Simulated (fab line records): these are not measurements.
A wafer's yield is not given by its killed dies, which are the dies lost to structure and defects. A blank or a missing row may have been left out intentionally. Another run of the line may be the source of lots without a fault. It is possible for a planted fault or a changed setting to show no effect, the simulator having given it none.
fab line records	flow berkeleyCmos170	part 1 of 2: steps 1 to 34 of 44
[record] lots = 6	wafers = 18	lastDay = 12
route steps=331 shown SDANNEAL@205 PSD@206 NSD@207 PLDD@208 NLDD@209 SILICIDE@210 CONTACT@216 M1@238 M3@331
lots that met no fault: from a run of the same line without faults
startH: start of the lot's first displayed wafer, in hours after the record's first day	waitH: time in hours since the lot's previous step	" repeats the value in the row above	L1.1+2: several wafers, shown together as one row	- no value, or no start given	* or withheld: withheld	< > ~ a bound
route shown NAME@n: names a module that has steps shown in the file, with the first one's number in the route	usual: average and standard deviation across the fault-free wafers	same: alike in all rows	chamber/n: place in a boat	sites: the reading at each site	_std_site: the standard deviation of these	_edge_site: inner sites' mean taken away from outer sites' mean	radiusMm: for every site, how far away it sits from the centre of the wafer	mask NAME#n: copy n	behind: the last tool/chamber to shape the wafer	hold: the reason the lot was held/the length of the hold in hours/how it ended	device: which transistor (n, p or np) failed to switch	end of line: tests run on the same wafers once the route is complete	a step without rows: its recipe alone	killed: at the first sort, the dies lost to defects and structure; wafer yield is something else	map: a wafer's dies, marking killed ones x, the rest . and places with no die _
set.NAME: the setting as run; set.NAME@STEP: as run at that earlier step	model.NAME: the simulator's own value behind a step, which no gauge read
lots seen at some steps along the route; tables by step, rows by wafer
services: a tool's chamber out of use, with start hour (startH, from the record's first day; less than 0 if before it), hours out, and reason
[[steps]]
[step UCB170_SDANNEAL_RTA_01]
[recipe] tempC = 1050	timeS = 5	ambient = N2
[usual] annealTempCMax = 1054.9/0.94	lampPowerPct = 37.4/1.6	wafer_temp_C_max = 1055.7/1.1
lot.wafer	tool	chamber	startH	waitH	annealTempCMax	lampPowerPct	wafer_temp_C_max
L973.2	rtpAnneal-01	0	175.97	0.1	1056.0	36.5	1056.2
L973.3	"	0	"	"	1054.0	36.6	1055.5
L973.5	"	0	"	"	1055.9	36.5	1058.9
L974.1	rtpAnneal-02	0	176.51	0.1	1054.6	40.1	1055.3
L974.2	"	0	"	"	1054.5	40.1	1056.1
L974.5	"	0	"	"	1054.0	40.1	1055.2
L981.1	rtpAnneal-02	0	215.46	0.1	1053.3	40.1	1055.6
L981.2	"	0	"	"	1053.8	40.1	1056.7
L981.5	"	0	"	"	1053.6	40.1	1055.6
L987.1	rtpAnneal-01	0	238.86	0.1	1053.8	36.5	1056.2
L987.2	"	0	"	"	1056.2	36.5	1055.6
L987.6	"	0	"	"	1056.4	36.5	1054.4
L985.2	rtpAnneal-01	0	239.44	0.1	1055.3	36.6	1056.7
L985.4	"	0	"	"	1054.2	36.5	1054.8
L985.6	"	0	"	"	1055.9	36.5	1054.1
L993.3	rtpAnneal-01	0	265.44	0.1	1054.4	36.5	1056.7
L993.4	"	0	"	"	1053.1	36.6	1057.6
L993.5	"	0	"	"	1054.0	36.6	1055.9
[step UCB170_SDANNEAL_RS_MEAS_02]
[recipe] thkMeasGauge = four-point-probe
[usual] PSD_RS = 75.5/0.34
lot.wafer	tool	chamber	startH	waitH	PSD_RS[ohm/sq]
L973.2	filmMetro-01	-	176.04	0.1	76.0
L973.3	"	-	"	"	75.4
L973.5	"	-	"	"	75.3
L974.1	filmMetro-01	-	176.57	0.0	75.9
L974.2	"	-	"	"	76.3
L974.5	"	-	"	"	76.2
L981.1	filmMetro-01	-	215.51	0.0	75.3
L981.2	"	-	"	"	75.1
L981.5	"	-	"	"	75.3
L987.1	filmMetro-01	-	238.92	0.0	75.5
L987.2	"	-	"	"	75.2
L987.6	"	-	"	"	75.4
L985.2	filmMetro-04	-	239.54	0.1	75.9
L985.4	"	-	"	"	75.7
L985.6	"	-	"	"	75.5
L993.3	filmMetro-04	-	265.52	0.1	75.0
L993.4	"	-	"	"	74.9
L993.5	"	-	"	"	75.1
[step UCB170_SDANNEAL_RS_MEAS_03]
[recipe] thkMeasGauge = four-point-probe
[usual] NSD_RS = 37.20/0.094
lot.wafer	tool	chamber	startH	waitH	NSD_RS[ohm/sq]
L973.2	filmMetro-01	-	176.16	0.1	37.25
L973.3	"	-	"	"	37.22
L973.5	"	-	"	"	37.25
L974.1	filmMetro-01	-	176.69	0.1	37.28
L974.2	"	-	"	"	37.42
L974.5	"	-	"	"	37.48
L981.1	filmMetro-01	-	215.63	0.1	37.17
L981.2	"	-	"	"	37.02
L981.5	"	-	"	"	37.10
L987.1	filmMetro-01	-	239.04	0.1	37.26
L987.2	"	-	"	"	37.21
L987.6	"	-	"	"	37.20
L985.2	filmMetro-04	-	239.66	0.1	37.07
L985.4	"	-	"	"	37.16
L985.6	"	-	"	"	37.14
L993.3	filmMetro-04	-	265.64	0.1	37.25
L993.4	"	-	"	"	37.29
L993.5	"	-	"	"	37.14
[step UCB170_SDANNEAL_RS_MEAS_04]
[recipe] thkMeasGauge = four-point-probe
[usual] PLDD_RS = 1030.5/2.4
lot.wafer	tool	chamber	startH	waitH	PLDD_RS[ohm/sq]
L973.2	filmMetro-01	-	176.28	0.1	1030.6
L973.3	"	-	"	"	1031.6
L973.5	"	-	"	"	1034.0
L974.1	filmMetro-01	-	176.81	0.1	1030.9
L974.2	"	-	"	"	1029.6
L974.5	"	-	"	"	1027.6
L981.1	filmMetro-01	-	215.75	0.1	1034.8
L981.2	"	-	"	"	1033.4
L981.5	"	-	"	"	1032.5
L987.1	filmMetro-01	-	239.16	0.1	1027.8
L987.2	"	-	"	"	1030.1
L987.6	"	-	"	"	1031.3
L985.2	filmMetro-04	-	239.78	0.1	1029.0
L985.4	"	-	"	"	1028.9
L985.6	"	-	"	"	1029.4
L993.3	filmMetro-04	-	265.76	0.1	1031.2
L993.4	"	-	"	"	1034.0
L993.5	"	-	"	"	1031.5
[step UCB170_SDANNEAL_RS_MEAS_05]
[recipe] thkMeasGauge = four-point-probe
[usual] NLDD_RS = 616.2/1.6
lot.wafer	tool	chamber	startH	waitH	NLDD_RS[ohm/sq]
L973.2	filmMetro-01	-	176.40	0.1	616.2
L973.3	"	-	"	"	618.3
L973.5	"	-	"	"	617.8
L974.1	filmMetro-01	-	176.93	0.1	615.6
L974.2	"	-	"	"	617.0
L974.5	"	-	"	"	616.0
L981.1	filmMetro-01	-	215.87	0.1	617.6
L981.2	"	-	"	"	617.1
L981.5	"	-	"	"	614.5
L987.1	filmMetro-01	-	239.28	0.1	614.2
L987.2	"	-	"	"	614.6
L987.6	"	-	"	"	614.6
L985.2	filmMetro-04	-	239.90	0.1	617.6
L985.4	"	-	"	"	615.2
L985.6	"	-	"	"	616.4
L993.3	filmMetro-04	-	265.88	0.1	618.8
L993.4	"	-	"	"	617.5
L993.5	"	-	"	"	617.1
[step UCB170_SILICIDE_PRE_CLEAN_00]
[recipe] gas = Ar	precleanEtchTimeS = 60
[step UCB170_SILICIDE_SPUTTER_01]
[recipe] material = Ti	targetThkNm = 30	timeS = 25	powerW = 1500	chamberPressurePa = 0.5
[step UCB170_SILICIDE_RS_MEAS_02]
[recipe] thkMeasGauge = four-point-probe	reads = Ti_of_SILICIDE_SPUTTER_01
[usual] SILICIDE_TI_RS = 26.3/0.34
lot.wafer	tool	chamber	startH	waitH	SILICIDE_TI_RS[ohm/sq]
L973.2	filmMetro-02	-	176.61	0.0	25.9
L973.3	"	-	"	"	25.5
L973.5	"	-	"	"	26.0
L974.1	filmMetro-03	-	177.14	0.0	25.7
L974.2	"	-	"	"	26.0
L974.5	"	-	"	"	26.1
L981.1	filmMetro-02	-	216.09	0.0	26.5
L981.2	"	-	"	"	26.8
L981.5	"	-	"	"	26.6
L987.1	filmMetro-02	-	239.51	0.0	26.4
L987.2	"	-	"	"	26.4
L987.6	"	-	"	"	26.4
L985.2	filmMetro-03	-	240.12	0.0	26.0
L985.4	"	-	"	"	26.5
L985.6	"	-	"	"	26.2
L993.3	filmMetro-03	-	266.10	0.1	27.0
L993.4	"	-	"	"	26.7
L993.5	"	-	"	"	26.9
[step UCB170_SILICIDE_THK_MEAS_03]
[recipe] thkMeasGauge = xrf	reads = Ti_of_SILICIDE_SPUTTER_01
[usual] SILICIDE_TI_THK = 29.7/0.32
lot.wafer	tool	chamber	startH	waitH	SILICIDE_TI_THK[nm]
L973.2	filmMetro-02	-	176.72	0.1	29.8
L973.3	"	-	"	"	30.4
L973.5	"	-	"	"	29.9
L974.1	filmMetro-03	-	177.26	0.1	30.1
L974.2	"	-	"	"	29.9
L974.5	"	-	"	"	29.9
L981.1	filmMetro-02	-	216.21	0.1	29.5
L981.2	"	-	"	"	29.2
L981.5	"	-	"	"	29.6
L987.1	filmMetro-02	-	239.63	0.1	29.6
L987.2	"	-	"	"	29.6
L987.6	"	-	"	"	29.6
L985.2	filmMetro-03	-	240.23	0.1	30.1
L985.4	"	-	"	"	29.5
L985.6	"	-	"	"	29.8
L993.3	filmMetro-03	-	266.20	0.1	29.0
L993.4	"	-	"	"	29.1
L993.5	"	-	"	"	29.1
[step UCB170_SILICIDE_RTA_04]
[recipe] tempC = 650	timeS = 15	ambient = N2
[usual] annealTempCMax = 653.1/0.61	lampPowerPct = 10.4/0.43	wafer_temp_C_max = 653.6/0.7
lot.wafer	tool	chamber	startH	waitH	annealTempCMax	lampPowerPct	wafer_temp_C_max
L973.2	rtpAnneal-01	0	176.79	0.1	654.6	10.1	652.6
L973.3	"	0	"	"	653.1	10.1	652.6
L973.5	"	0	"	"	652.4	10.1	653.8
L974.1	rtpAnneal-01	0	177.32	0.1	655.5	10.2	653.3
L974.2	"	0	"	"	652.6	10.1	653.0
L974.5	"	0	"	"	652.6	10.1	652.9
L981.1	rtpAnneal-02	0	216.27	0.1	653.7	11.1	653.8
L981.2	"	0	"	"	652.2	11.1	654.0
L981.5	"	0	"	"	651.7	11.1	655.7
L987.1	rtpAnneal-01	0	239.69	0.1	653.9	10.1	652.8
L987.2	"	0	"	"	654.0	10.2	652.9
L987.6	"	0	"	"	654.4	10.1	652.5
L985.2	rtpAnneal-01	0	240.30	0.1	653.2	10.1	653.8
L985.4	"	0	"	"	653.6	10.1	652.8
L985.6	"	0	"	"	653.4	10.1	652.8
L993.3	rtpAnneal-01	0	266.26	0.1	654.3	10.1	653.4
L993.4	"	0	"	"	652.9	10.1	653.9
L993.5	"	0	"	"	653.4	10.1	654.0
[step UCB170_SILICIDE_WET_ETCH_05]
[recipe] chemistry = SPM	timeS = 45	tempC = 120	target = Ti
[step UCB170_CONTACT_CLEAN_00]
[recipe] chemistry = SPM	tempC = 120	timeS = 600
[step UCB170_CONTACT_CVD_01]
[recipe] material = PSG	targetThkNm = 700	tempC = 450	precursor = SiH4/O2/PH3	timeS = 2820	pressureMtorr = 300	sih4FlowSccm = 60	o2FlowSccm = 90	ph3FlowSccm = 25
[usual] zonePowerCentrePct = 20.6/1
lot.wafer	tool	chamber	startH	waitH	zonePowerCentrePct	model.PSG_of_CONTACT_CVD_01.thkNm
L973.2	lpcvd-02	0	177.06	0.0	21.6	682.6
L973.3	"	0	"	"	21.8	686
L973.5	"	0	"	"	21.7	691.8
L974.1	lpcvd-01	0	178.50	0.7	21.2	701
L974.2	"	0	"	"	21.0	697.2
L974.5	"	0	"	"	21.6	705.7
L981.1	lpcvd-01	0	216.54	0.0	21.7	752.1
L981.2	"	0	"	"	21.2	757.5
L981.5	"	0	"	"	21.0	756.9
L987.1	lpcvd-01	1	239.96	0.0	19.6	758.5
L987.2	"	1	"	"	20.3	760.8
L987.6	"	1	"	"	19.9	756.6
L985.2	lpcvd-02	1	241.93	1.4	19.1	690.8
L985.4	"	1	"	"	19.1	700.9
L985.6	"	1	"	"	19.5	699.9
L993.3	lpcvd-02	1	267.08	0.6	19.2	707.4
L993.4	"	1	"	"	19.4	707.2
L993.5	"	1	"	"	19.2	704.3
[step UCB170_CONTACT_THK_MEAS_02]
[recipe] reads = PSG_of_CONTACT_CVD_01
[usual] CONTACT_PSG_THK = 702/6.8
lot.wafer	tool	chamber	startH	waitH	CONTACT_PSG_THK[nm]
L973.2	filmMetro-02	-	179.75	0.0	683
L973.3	"	-	"	"	686
L973.5	"	-	"	"	693
L974.1	filmMetro-02	-	181.30	0.1	701
L974.2	"	-	"	"	698
L974.5	"	-	"	"	706
L981.1	filmMetro-02	-	218.33	0.0	752
L981.2	"	-	"	"	757
L981.5	"	-	"	"	757
L987.1	filmMetro-01	-	241.74	0.0	758
L987.2	"	-	"	"	761
L987.6	"	-	"	"	755
L985.2	filmMetro-02	-	243.72	0.0	690
L985.4	"	-	"	"	701
L985.6	"	-	"	"	700
L993.3	filmMetro-04	-	269.78	0.0	708
L993.4	"	-	"	"	707
L993.5	"	-	"	"	704
[step UCB170_CONTACT_HMDS_03]
[recipe] primeTimeS = 60	primeTempC = 100
[step UCB170_CONTACT_COAT_04]
[recipe] resist = KrF	spinRpm = 1500	resistThkNm = 900
[step UCB170_CONTACT_SOFTBAKE_05]
[recipe] resist = KrF	tempC = 130	timeS = 60
[step UCB170_CONTACT_STRIP_06]
[recipe] chemistry = O2	powerW = 400	pressureMtorr = 3500	platenTempC = withheld	o2FlowSccm = 400	overashFraction = 0.5
[usual] chamberPressureMTorr = 3499/7.6	drypumpMotorCurrentA = 5.9/0.64	oesProductAu = 0.735/0.0046	stripTimeToEndpointS = 21.96/0.057
lot.wafer	tool	chamber	startH	waitH	chamberPressureMTorr	drypumpMotorCurrentA	oesProductAu	rfHoursCounterH	stripTimeToEndpointS
L973.2	plasmaAsher-01	1	180.25	0.1	3500	5.1	0.733	6	22.00
L973.3	"	0	"	"	3496	6.5	0.731	-	22.01
L973.5	"	1	"	"	3501	5.1	0.734	-	21.98
L974.1	plasmaAsher-03	1	181.99	0.1	3497	4.9	0.726	42	21.90
L974.2	"	0	"	"	3505	6.6	0.740	42	21.94
L974.5	"	0	"	"	3501	6.6	0.725	-	21.87
L981.1	plasmaAsher-02	1	218.84	0.1	3497	6.0	0.731	51	22.04
L981.2	"	0	"	"	3499	6.1	0.735	51	22.03
L981.5	"	0	"	"	3495	6.1	0.731	-	22.10
L987.1	plasmaAsher-01	0	242.25	0.1	3503	6.5	0.733	14	21.97
L987.2	"	1	"	"	3500	5.1	0.734	14	21.95
L987.6	"	0	"	"	3502	6.5	0.735	-	21.91
L985.2	plasmaAsher-01	1	244.63	0.1	3503	5.1	0.738	14	21.90
L985.4	"	1	"	"	3498	5.1	0.736	-	22.01
L985.6	"	0	"	"	3504	6.5	0.733	-	21.90
L993.3	plasmaAsher-01	0	270.37	0.1	3494	6.5	0.733	-	22.08
L993.4	"	1	"	"	3503	5.1	0.735	-	21.99
L993.5	"	1	"	"	3504	5.1	0.737	-	22.10
[step UCB170_CONTACT_CLEAN_07]
[recipe] chemistry = SPM	tempC = 120	timeS = 600
[step UCB170_CONTACT_RTA_08]
[recipe] tempC = 900	timeS = 10	ambient = N2
[step UCB170_CONTACT_COAT_09]
[recipe] resist = BARC	tempC = withheld	timeS = withheld	spinRpm = 3000	resistThkNm = withheld
[step UCB170_CONTACT_COAT_10]
[recipe] resist = KrF	spinRpm = 1500	resistThkNm = 900
[step UCB170_CONTACT_SOFTBAKE_11]
[recipe] resist = KrF	tempC = 130	timeS = 60
[step UCB170_CONTACT_EXPOSE_12]
[recipe] maskId = CONT	targetCdNm = 700	na = 0.5	sigmaOuter = 0.6	sourceShape = conventional	doseMj = 35
[step UCB170_CONTACT_PEB_13]
[recipe] pebTempC = 130	pebTimeS = withheld	resist = KrF
[step UCB170_CONTACT_DEVELOP_14]
[recipe] developer = TMAH	developTimeS = 45	resist = KrF	devTempC = 21
[step UCB170_CONTACT_CD_MEAS_15]
[recipe] targetCdNm = 700
[usual] cdNm = 699.5/1.5
lot.wafer	tool	chamber	startH	waitH	cdNm
L973.2	cdSem-02	-	181.56	-	700.6
L973.3	"	-	"	"	699.6
L973.5	"	-	"	"	700.4
L974.1	cdSem-02	-	183.55	-	700.6
L974.2	"	-	"	"	700.5
L974.5	"	-	"	"	700.9
L981.1	cdSem-01	-	220.20	-	698.2
L981.2	"	-	"	"	698.4
L981.5	"	-	"	"	699.7
L987.1	cdSem-02	-	243.65	-	697.5
L987.2	"	-	"	"	697.4
L987.6	"	-	"	"	698.7
L985.2	cdSem-01	-	247.13	-	696.6
L985.4	"	-	"	"	697.3
L985.6	"	-	"	"	697.6
L993.3	cdSem-02	-	271.89	-	698.2
L993.4	"	-	"	"	700.1
L993.5	"	-	"	"	701.1
[step UCB170_CONTACT_OVL_MEAS_16]
[usual] CONTACT_OVL = 4/7.4
lot.wafer	tool	chamber	startH	waitH	CONTACT_OVL[nm]
L973.2	overlay-02	-	181.67	0.1	9
L973.3	"	-	"	"	0
L973.5	"	-	"	"	-6
L974.1	overlay-01	-	183.67	0.1	11
L974.2	"	-	"	"	10
L974.5	"	-	"	"	9
L981.1	overlay-01	-	220.32	0.1	15
L981.2	"	-	"	"	26
L981.5	"	-	"	"	14
L987.1	overlay-02	-	243.77	0.1	11
L987.2	"	-	"	"	7
L987.6	"	-	"	"	13
L985.2	overlay-01	-	247.24	0.1	6
L985.4	"	-	"	"	9
L985.6	"	-	"	"	2
L993.3	overlay-02	-	271.98	0.1	11
L993.4	"	-	"	"	9
L993.5	"	-	"	"	14
[step UCB170_CONTACT_ETCH_17]
[recipe] chemistry = N2/H2	targetDepthA = withheld	overetchA = withheld	target = BARC	timeS = withheld	sourceW = 500	biasW = 100	pressureMtorr = 30	n2FlowSccm = 100	h2FlowSccm = 200
[usual] biasW = 100.07/0.28	chamberPressureMTorr = 30.000/0.028	drypumpMotorCurrentA = 5.7/0.46	oesProductAu = 0.996/0.02	throttleValvePct = 13.25/0.24
lot.wafer	tool	chamber	startH	waitH	biasW	chamberPressureMTorr	drypumpMotorCurrentA	oesProductAu	throttleValvePct
L973.2	rieDiel-04	3	181.70	0.0	99.16	29.996	5.6	0.997	13.17
L973.3	"	0	"	"	99.90	29.963	6.0	1.038	13.32
L973.5	"	3	"	"	99.92	29.975	5.6	0.994	13.16
L974.1	rieDiel-04	1	183.71	0.0	100.01	29.989	6.4	1.022	13.17
L974.2	"	2	"	"	100.21	29.986	5.6	0.987	13.10
L974.5	"	1	"	"	100.13	29.997	6.4	1.015	13.18
L981.1	rieDiel-03	1	220.36	0.0	100.09	30.007	5.6	0.983	13.08
L981.2	"	3	"	"	99.89	30.057	5.0	1.013	13.68
L981.5	"	2	"	"	99.56	29.998	5.5	0.998	13.48
L987.1	rieDiel-04	1	243.81	0.0	100.27	29.997	6.4	1.018	13.17
L987.2	"	0	"	"	100.33	30.019	6.0	1.029	13.32
L987.6	"	1	"	"	100.26	29.951	6.4	1.009	13.19
L985.2	rieDiel-02	2	247.27	0.0	99.84	30.025	6.6	0.983	13.32
L985.4	"	0	"	"	100.13	30.033	5.0	0.951	13.56
L985.6	"	2	"	"	99.76	30.002	6.6	0.985	13.33
L993.3	rieDiel-03	3	272.01	0.0	99.85	30.005	5.0	1.016	13.67
L993.4	"	1	"	"	99.81	30.024	5.6	0.979	13.09
L993.5	"	2	"	"	100.41	30.000	5.5	0.995	13.46
[step UCB170_CONTACT_ETCH_18]
[recipe] chemistry = CHF3/CF4/Ar	target = PSG	stopOn = TiSi2	CHF3_flow_sccm = 45	cf4FlowSccm = 15	Ar_flow_sccm = 150	pressureMtorr = 200	rfW = 700	targetDepthA = 8400	overEtchFrac = 0.2	timeS = 195
[usual] chamberPressureMTorr = 200.01/0.19	drypumpMotorCurrentA = 5.7/0.46	oesProductAu = 0.889/0.013	throttleValvePct = 6.90/0.12
lot.wafer	tool	chamber	startH	waitH	chamberPressureMTorr	drypumpMotorCurrentA	oesProductAu	rfHoursCounterH	throttleValvePct	model.etch.depthNm	model.CONTACT.featureDepthNm
L973.2	rieDiel-04	3	-	-	199.99	5.6	0.861	116	6.83	682.6	682.6
L973.3	"	0	"	"	200.11	6.0	0.897	19	6.96	686	686
L973.5	"	3	"	"	199.88	5.6	0.865	-	6.86	691.8	691.8
L974.1	rieDiel-04	1	-	-	200.19	6.4	0.901	83	6.86	701	701
L974.2	"	2	"	"	200.30	5.6	0.889	16	6.80	697.2	697.2
L974.5	"	1	"	"	200.06	6.4	0.908	-	6.87	705.7	705.7
L981.1	rieDiel-03	1	-	-	199.93	5.6	0.921	19	6.76	752.1	752.1
L981.2	"	3	"	"	200.28	5.0	0.937	35	7.07	757.5	757.5
L981.5	"	2	"	"	199.84	5.5	0.932	-	7.04	756.9	756.9
L987.1	rieDiel-04	1	-	-	200.21	6.3	0.940	86	6.86	758.5	758.5
L987.2	"	0	"	"	199.97	6.0	0.947	22	6.98	760.8	760.8
L987.6	"	1	"	"	200.01	6.4	0.951	-	6.85	756.6	756.6
L985.2	rieDiel-02	2	-	-	200.18	6.6	0.878	6	6.96	690.8	690.8
L985.4	"	0	"	"	200.22	5.1	0.870	-	7.09	700.9	700.9
L985.6	"	2	"	"	200.23	6.6	0.889	-	6.97	699.9	699.9
L993.3	rieDiel-03	3	-	-	199.82	5.0	0.898	38	7.10	707.4	707.4
L993.4	"	1	"	"	200.24	5.6	0.880	22	6.79	707.2	707.2
L993.5	"	2	"	"	199.86	5.5	0.899	-	7.02	704.3	704.3
[step UCB170_CONTACT_STRIP_19]
[recipe] chemistry = O2	powerW = 400	pressureMtorr = 3500	platenTempC = withheld	o2FlowSccm = 400	overashFraction = 0.5
[step UCB170_CONTACT_CD_MEAS_90]
[recipe] targetCdNm = 700
[usual] cdNm = 699.6/1.8
lot.wafer	tool	chamber	startH	waitH	cdNm
L973.2	cdSem-01	-	181.98	0.1	702.1
L973.3	"	-	"	"	699.7
L973.5	"	-	"	"	701.1
L974.1	cdSem-02	-	184.03	0.1	701.6
L974.2	"	-	"	"	700.2
L974.5	"	-	"	"	701.9
L981.1	cdSem-01	-	220.63	0.1	697.1
L981.2	"	-	"	"	698.4
L981.5	"	-	"	"	700.0
L987.1	cdSem-02	-	244.07	0.1	697.1
L987.2	"	-	"	"	696.3
L987.6	"	-	"	"	698.9
L985.2	cdSem-02	-	247.55	0.1	696.5
L985.4	"	-	"	"	696.5
L985.6	"	-	"	"	696.7
L993.3	cdSem-01	-	272.32	0.1	699.4
L993.4	"	-	"	"	699.6
L993.5	"	-	"	"	702.3
[step UCB170_CONTACT_CLEAN_20]
[recipe] chemistry = SPM	tempC = 120	timeS = 600
[step UCB170_M1_SPUTTER_00]
[recipe] material = Al	targetThkNm = 600	timeS = 80	powerW = 6000	chamberPressurePa = 0.5
[usual] throttleValvePct = 29.8/0.88
lot.wafer	tool	chamber	startH	waitH	throttleValvePct
L973.2	pvdSputter-04	-	182.38	0.0	30.9
L973.3	"	-	"	"	29.3
L973.5	"	-	"	"	29.4
L974.1	pvdSputter-04	-	184.33	0.0	31.0
L974.2	"	-	"	"	29.3
L974.5	"	-	"	"	29.6
L981.1	pvdSputter-01	-	220.92	0.0	29.3
L981.2	"	-	"	"	28.2
L981.5	"	-	"	"	29.6
L987.1	pvdSputter-01	-	244.37	0.0	28.3
L987.2	"	-	"	"	29.8
L987.6	"	-	"	"	29.8
L985.2	pvdSputter-01	-	249.68	0.0	30.7
L985.4	"	-	"	"	28.3
L985.6	"	-	"	"	29.7
L993.3	pvdSputter-01	-	272.57	0.0	29.5
L993.4	"	-	"	"	30.5
L993.5	"	-	"	"	30.8
[[key]]
[firstSign] step = UCB170_CONTACT_THK_MEAS_02	reading = CONTACT_PSG_THK	direction = up	sigmas = 8	usual = 702	struck = 757
[effect] step = UCB170_CONTACT_ETCH_18	reading = oesProductAu	direction = up	sigmas = 3.7	usual = 0.889	struck = 0.938
[modelEffect] step = UCB170_CONTACT_CVD_01	value = PSG_of_CONTACT_CVD_01.thkNm	without = 707.9	struck = 757
[modelEffect] step = UCB170_CONTACT_ETCH_18	value = etch.depthNm	without = 707.9	struck = 757
[modelEffect] step = UCB170_M1_METAL_ETCH_12	value = PSG_of_CONTACT_CVD_01.thkNm	without = 670.4	struck = 719.5
[modelEffect] step = UCB170_M3_PROBE_99	value = etest.fieldPMetal.vtV	without = -59.04	struck = -61.89
metAt UCB170_CONTACT_CVD_01
struckWafers L981.1,L981.2,L981.5,L987.1,L987.2,L987.6
testerLeftOut L981,L987
onsetBetween 178.50 216.54
[fault] kind = processParameterDrift	tool = lpcvd-01	chamber = -	onsetH = 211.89	steps = UCB170_CONTACT_CVD_01	channel = targetThkNm	offset = 49.115	shape = step	endH = 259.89	actsIn = theseRecipesOnly	stated = 700
// testerLeftOut: of these lots the tester's yield and bins aren't shown, on N5 and GAA mostly nor the transistor test; their killed dies are dies lost to structure and defects alone, not to doping, threshold or leakage, so they don't give the yield
